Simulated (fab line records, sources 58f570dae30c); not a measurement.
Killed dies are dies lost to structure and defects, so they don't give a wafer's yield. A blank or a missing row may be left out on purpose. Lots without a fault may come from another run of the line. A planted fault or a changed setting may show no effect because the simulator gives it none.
Chamber matching | flow berkeley_cmos170 | UCB170_GATE_ETCH_15 on rie_si-01: 4 sister chambers
The step etches poly-Si in HBr/Cl2, stops on SiO2, time 56.3 s, target depth 278.2 nm. 8 wafers are shown with their chamber, then 8 later ones without.

WAFERS WITH THEIR CHAMBER
wafer  | chamber | throttle_valve_pct (%) | drypump_motor_current_A (A)
L248.1 | 0       | 26.42                  | 5.61
L250.2 | 0       | 26.40                  | 5.57
L253.3 | 1       | 26.85                  | 6.15
L253.5 | 2       | 26.92                  | 5.79
L256.1 | 1       | 26.84                  | 6.16
L256.3 | 2       | 26.93                  | 5.79
L256.4 | 3       | 26.44                  | 6.23
L259.2 | 3       | 26.47                  | 6.19

WAFERS WITHOUT THEIR CHAMBER
wafer  | throttle_valve_pct (%) | drypump_motor_current_A (A)
L259.3 | 26.86                  | 6.15
L259.5 | 26.84                  | 6.16
L268.1 | 26.41                  | 5.60
L268.3 | 26.91                  | 5.81
L268.5 | 26.43                  | 5.59
L267.2 | 26.44                  | 6.28
L267.4 | 26.86                  | 6.14
L267.5 | 26.46                  | 6.26

WHICH CHAMBER EACH WENT THROUGH
wafer  | from the rows above | in truth
L259.3 | 1                   | 1
L259.5 | 1                   | 1
L268.1 | 0                   | 0
L268.3 | 2                   | 2
L268.5 | 0                   | 0
L267.2 | 3                   | 3
L267.4 | 1                   | 1
L267.5 | 3                   | 3
Placed correctly: 8 of 8. Can't be placed from these rows: 0. Placed wrongly: 0.
How it was worked out, from the rows above alone: a wafer's distance from a chamber is the root of the sum, over the readings, of the square of ((its reading less the chamber's mean) divided by the reading's scatter). The wafer belongs to the nearest chamber; if the next one is less than 2 further off, it can't be placed. A chamber's mean is the mean of its shown wafers. The scatter: the root of (the sum of the squares of (reading less its chamber's mean) over the shown wafers, divided by (wafers less chambers)).
